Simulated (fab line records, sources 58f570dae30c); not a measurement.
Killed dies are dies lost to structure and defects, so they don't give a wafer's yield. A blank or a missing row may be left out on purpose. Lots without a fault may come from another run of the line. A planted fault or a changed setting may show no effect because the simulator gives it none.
Problem report in the 8D (eight disciplines) form, filled by code | flow berkeley_cmos170 | the parts of the form that need people (team, actions taken, sign-off) are left out

1. THE PROBLEM
PLDD_OVL at UCB170_PLDD_OVL_MEAS_07 reads a mean of 174 nm on 6 wafers of 2 lots; wafers without a fault read -1 nm with a standard deviation of 5.3. That is +33 standard deviations from the usual mean.
First seen on wafer L956.4, day 10 06:28, on overlay-02. The record holds 42 wafers of 14 lots with a number at this step. Rule for "out", or "out of limits": more than 4 standard deviations from the usual mean. The other wafers with a number count as sound.

2. WHAT IT IS AND WHAT IT IS NOT
question                    | is                     | is not
which readings at this step | PLDD_OVL               | -
which lots                  | L956, L960             | L942, L943, L944, L945, L947, L948, L950, L951, L953, L955, L963, L965
which wafers of those lots  | all that have a number | -
read on which gauges        | overlay-01, overlay-02 | -
when                        | from day 10 06:28      | up to then (30 sound wafers); but 6 sound wafers of L963, L965 came after

3. SUSPECTS, AND WHAT RULES EACH OUT
Counting: a tool at a process step up to the reading stays a suspect if it ran every lot that is out and no sound lot after the first of them.
- the gauge at UCB170_PLDD_OVL_MEAS_07: ruled out. The wafers that are out were read on 2 gauges (overlay-01, overlay-02).
- krf_scanner-01 at UCB170_PLDD_EXPOSE_03 (exposes mask PSELECT, target cd 1200 nm): kept. It ran every lot that is out, first L956 (day 10 05:53), and no sound lot after that; its last sound lot up to then is L951 (day 8 16:22).
Left after counting: krf_scanner-01 at UCB170_PLDD_EXPOSE_03.

4. THE CAUSE (what the simulator had put in)
Scanner matching overlay: krf_scanner-01, from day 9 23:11 on, at UCB170_PLDD_EXPOSE_03. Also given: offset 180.
Counting left only this tool.

5. THE CHAIN OF EFFECTS, in route order
Each row: a reading whose mean over the struck wafers that have a number lies more than 3 standard deviations from the usual. Only readings for which the record gives a usual standard deviation are gone through. hours: the time from each lot's start at the first step in this table that gives one to its start at this step, as a median over the lots. sigmas: the change in usual standard deviations.
hours | step                    | reading  | usual | on struck wafers | change | sigmas
0     | UCB170_PLDD_OVL_MEAS_07 | PLDD_OVL | -1 nm | 174              | +175   | +33
Later measuring or inspecting steps at which every struck wafer that the step has a row for has a number for every such reading, and none has moved that far: UCB170_PLDD_TW_MEAS_11.

6. WHAT WOULD HAVE CAUGHT IT SOONER
In this record the first reading out of limits at a measuring or inspecting step was taken at day 10 06:28, 7 hours after the fault began at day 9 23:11.
Of the tool readings at UCB170_PLDD_EXPOSE_03 for which the record gives a usual standard deviation, none was out on any struck wafer, so an alarm limit of 4 standard deviations on them would not have fired.
Of the lots that are out (2), L960 began UCB170_PLDD_EXPOSE_03 on krf_scanner-01 after day 10 06:28. A hold on the tool at that time would have spared it.
